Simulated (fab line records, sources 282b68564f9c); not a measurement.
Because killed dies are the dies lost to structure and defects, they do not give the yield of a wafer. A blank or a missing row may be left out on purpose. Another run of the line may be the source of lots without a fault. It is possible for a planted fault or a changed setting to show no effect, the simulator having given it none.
Which of the tools did it? / flow rit-cmos / 13 lots with 39 wafers sampled at 2 steps, on a route of 202 steps

## WHAT THE GAUGES READ, wafer by wafer
The record holds no reading of a measuring or inspecting step that can be judged against a usual standard deviation.

## TOOL THAT RAN EACH LOT (tool first, then ch and the chambers of the sampled wafers, then the start)
lot=L269; RIT_NSD_EXPOSE_03=iline-stepper-01 ch 0, day 2 23:17; RIT_M1_PROBE_99=prober-02, day 3 09:53
lot=L271; RIT_NSD_EXPOSE_03=iline-stepper-01 ch 0, day 3 10:45; RIT_M1_PROBE_99=prober-02, day 3 22:31
lot=L272; RIT_NSD_EXPOSE_03=iline-stepper-01 ch 0, day 3 15:41; RIT_M1_PROBE_99=prober-01, day 4 02:16
lot=L273; RIT_NSD_EXPOSE_03=iline-stepper-01 ch 0, day 3 19:44; RIT_M1_PROBE_99=prober-02, day 4 06:31
lot=L274; RIT_NSD_EXPOSE_03=iline-stepper-01 ch 0, day 4 00:35; RIT_M1_PROBE_99=prober-01, day 4 11:46
lot=L275; RIT_NSD_EXPOSE_03=iline-stepper-02 ch 0, day 4 04:16; RIT_M1_PROBE_99=prober-02, day 4 15:01
lot=L276; RIT_NSD_EXPOSE_03=iline-stepper-02 ch 0, day 4 09:23; RIT_M1_PROBE_99=prober-01, day 4 19:35
lot=L279; RIT_NSD_EXPOSE_03=iline-stepper-01 ch 0, day 5 00:23; RIT_M1_PROBE_99=prober-01, day 5 11:39
lot=L288; RIT_NSD_EXPOSE_03=iline-stepper-01 ch 0, day 7 02:17; RIT_M1_PROBE_99=prober-02, day 7 12:40
lot=L289; RIT_NSD_EXPOSE_03=iline-stepper-01 ch 0, day 7 06:55; RIT_M1_PROBE_99=prober-01, day 7 17:11
lot=L290; RIT_NSD_EXPOSE_03=iline-stepper-01 ch 0, day 7 10:37; RIT_M1_PROBE_99=prober-02, day 7 21:02
lot=L291; RIT_NSD_EXPOSE_03=iline-stepper-02 ch 0, day 7 12:14; RIT_M1_PROBE_99=prober-02, day 7 23:59
lot=L292; RIT_NSD_EXPOSE_03=iline-stepper-02 ch 0, day 7 18:25; RIT_M1_PROBE_99=prober-01, day 8 04:38
- RIT_NSD_EXPOSE_03: exposes mask M9, target cd 40700 nm.
- RIT_M1_PROBE_99

## WHAT THE TOOLS THEMSELVES READ (means of the sampled wafers that have a number; where no wafer has one, the mark that the record gives instead)
RIT_M1_PROBE_99.
lot=L269 tool=prober-02 killed-at-contacts=0.0 killed-at-front-end=5.7 killed-dies=5.7 killed-open=3.3 killed-short=2.3
lot=L271 tool=prober-02 killed-at-contacts=0.0 killed-at-front-end=6.0 killed-dies=6.0 killed-open=2.3 killed-short=3.7
lot=L272 tool=prober-01 killed-at-contacts=0.0 killed-at-front-end=4.7 killed-dies=4.7 killed-open=2.3 killed-short=2.3
lot=L273 tool=prober-02 killed-at-contacts=0.3 killed-at-front-end=6.7 killed-dies=7.0 killed-open=4.7 killed-short=2.3
lot=L274 tool=prober-01 killed-at-contacts=0.0 killed-at-front-end=7.3 killed-dies=7.3 killed-open=5.0 killed-short=2.3
lot=L275 tool=prober-02 killed-at-contacts=0.0 killed-at-front-end=8.7 killed-dies=8.7 killed-open=4.0 killed-short=4.7
lot=L276 tool=prober-01 killed-at-contacts=0.0 killed-at-front-end=6.0 killed-dies=6.0 killed-open=4.0 killed-short=2.0
lot=L279 tool=prober-01 killed-at-contacts=0.3 killed-at-front-end=8.3 killed-dies=8.7 killed-open=4.3 killed-short=4.3
lot=L288 tool=prober-02 killed-at-contacts=0.0 killed-at-front-end=9.3 killed-dies=9.3 killed-open=4.0 killed-short=4.7
lot=L289 tool=prober-01 killed-at-contacts=0.3 killed-at-front-end=9.0 killed-dies=9.3 killed-open=5.3 killed-short=4.0
lot=L290 tool=prober-02 killed-at-contacts=0.0 killed-at-front-end=8.0 killed-dies=8.0 killed-open=4.3 killed-short=3.7
lot=L291 tool=prober-02 killed-at-contacts=0.0 killed-at-front-end=6.7 killed-dies=6.7 killed-open=3.3 killed-short=3.3
lot=L292 tool=prober-01 killed-at-contacts=0.0 killed-at-front-end=8.0 killed-dies=8.0 killed-open=3.0 killed-short=5.0

## THE ANSWER, worked out from the rows above alone
Rule: the lots themselves supply what counts as usual. The widest of any qualifying gaps counts: lots, ordered by their means at a reading, are off when they make up no more than a third of the lots, leave a main group of 4 or more, and stand apart from it by 3 or more times the standard deviation of that group's means. A main group is skipped when, at the precision printed for the reading in the tables above, its means are all equal. Also off: a lot with no number at a reading for which 4 or more lots have one. Any other lot the step has rows for is counted as sound. Order of review: gauges by route order, followed by the tools' own readings, for which a lot's mean as printed above is used. At the first step where some lot is off, the reading lying furthest off is the one used; lots without a number count as furthest.
Nothing can be told from this: no lot is off at any reading shown.

## WHAT WAS PUT IN BY THE SIMULATOR
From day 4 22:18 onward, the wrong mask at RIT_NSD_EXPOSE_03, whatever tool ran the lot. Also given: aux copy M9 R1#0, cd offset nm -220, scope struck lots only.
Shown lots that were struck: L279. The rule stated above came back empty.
